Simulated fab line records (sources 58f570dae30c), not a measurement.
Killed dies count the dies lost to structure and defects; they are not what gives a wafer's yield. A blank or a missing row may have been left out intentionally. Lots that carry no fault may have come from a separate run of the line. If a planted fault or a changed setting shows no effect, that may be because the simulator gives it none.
Struck lot and sound lot, side by side || flow berkeley_cmos170 || 15 out of 331 route steps
Sound: the wafers L620.3, L620.5, L620.6. Struck: wafer L633.5 (left out: L633.3, L633.4 of the same lot, which were not struck); the cause appears at the end.
Order at every step that has rows: each side's tool, ch and its chambers, its first start. Under that, the readings that differ: sound wafers || struck wafers || difference of the means || sigmas: that difference in standard deviations of wafers without a fault.
alike: readings with means less than 2 such deviations apart, plus words and numbers identical on both sides. not compared: withheld readings, readings lacking a value on some wafer, bounds such as >300 that could conceal the same value, and numbers that have no deviation in the record and whose values overlap.
Wherever a step has rows on one side only, a row that says differs or no value, or a row with sigmas, the two part there. Numbers that don't overlap but have no deviation are shown without sigmas and don't part them. A reading missing from all wafers of one side parts the sides only when that side holds two or more wafers.

first, 1 step without rows for these wafers: UCB170_PWELL_OXIDATION_02 (target thk 26.4 nm, ox time 1260 s).
UCB170_PWELL_THK_MEAS_03:
  sound on film_metro-02, day 3 01:20; struck on film_metro-03, day 5 13:19
{"reading": "PWELL_OXIDE_THK (nm)", "sound": "24.8 24.9 25.4", "struck": 23.6, "difference": -1.4, "sigmas": -3}
then, 2 steps without rows for these wafers: UCB170_PWELL_ANNEAL_04 (time 900 s); UCB170_PWELL_CVD_05 (deposits Si3N4 from SiH2Cl2/NH3, target thk 220 nm, time 3300 s).
UCB170_PWELL_THK_MEAS_06:
  sound on film_metro-01, day 3 08:24; struck on film_metro-01, day 5 23:01
{"reading": "PWELL_NITRIDE_THK (nm)", "sound": "223.2 224.0 222.1", "struck": 216.5, "difference": -6.6, "sigmas": -4}
then, 6 steps without rows for these wafers: UCB170_PWELL_HMDS_07 (prime time 60 s); UCB170_PWELL_COAT_08 (resist thk 900 nm); UCB170_PWELL_SOFTBAKE_09 (time 60 s); UCB170_PWELL_EXPOSE_10 (exposes mask PWELL, target cd 3000 nm); UCB170_PWELL_PEB_11; UCB170_PWELL_DEVELOP_12 (develop time 45 s).
UCB170_PWELL_OVL_MEAS_13:
  sound on overlay-01, day 3 09:17; struck on overlay-01, day 6 00:20
  alike: PWELL_OVL
UCB170_PWELL_ETCH_14: etches Si3N4 in CH3F/Ar/O2, stops on SiO2, target depth 242 nm, time 151 s.
  sound on rie_diel-04 ch 0,1,3, day 3 09:19; struck on rie_diel-04 ch 0, day 6 00:21
{"reading": "oes_product_au (a.u.)", "sound": "0.916 0.959 0.922", "struck": 0.904, "difference": -0.028, "sigmas": -2}
{"reading": "over_etch_frac", "sound": "0.1 0.1 0.1", "struck": 0.16752, "difference": "+0.06752", "sigmas": ""}
{"reading": "model.KrF_of_PWELL_COAT_08.thk_nm (nm)", "sound": "721.3 723 721.4", "struck": 710.3, "difference": -11.6, "sigmas": ""}
{"reading": "model.SiO2_of_PWELL_OXIDATION_02.thk_nm (nm)", "sound": "21.17 21.15 21.72", "struck": 17.32, "difference": -4.03, "sigmas": ""}
  alike: drypump_motor_current_A, throttle_valve_pct
  not compared: rf_hours_counter_h
then, 2 steps without rows for these wafers: UCB170_PWELL_IMPLANT_15; UCB170_M3_PROBE_99.

## WHERE THEY PART
First at UCB170_PWELL_THK_MEAS_03; last, within this record, at UCB170_PWELL_ETCH_14.

WHY: whatever the simulator had introduced
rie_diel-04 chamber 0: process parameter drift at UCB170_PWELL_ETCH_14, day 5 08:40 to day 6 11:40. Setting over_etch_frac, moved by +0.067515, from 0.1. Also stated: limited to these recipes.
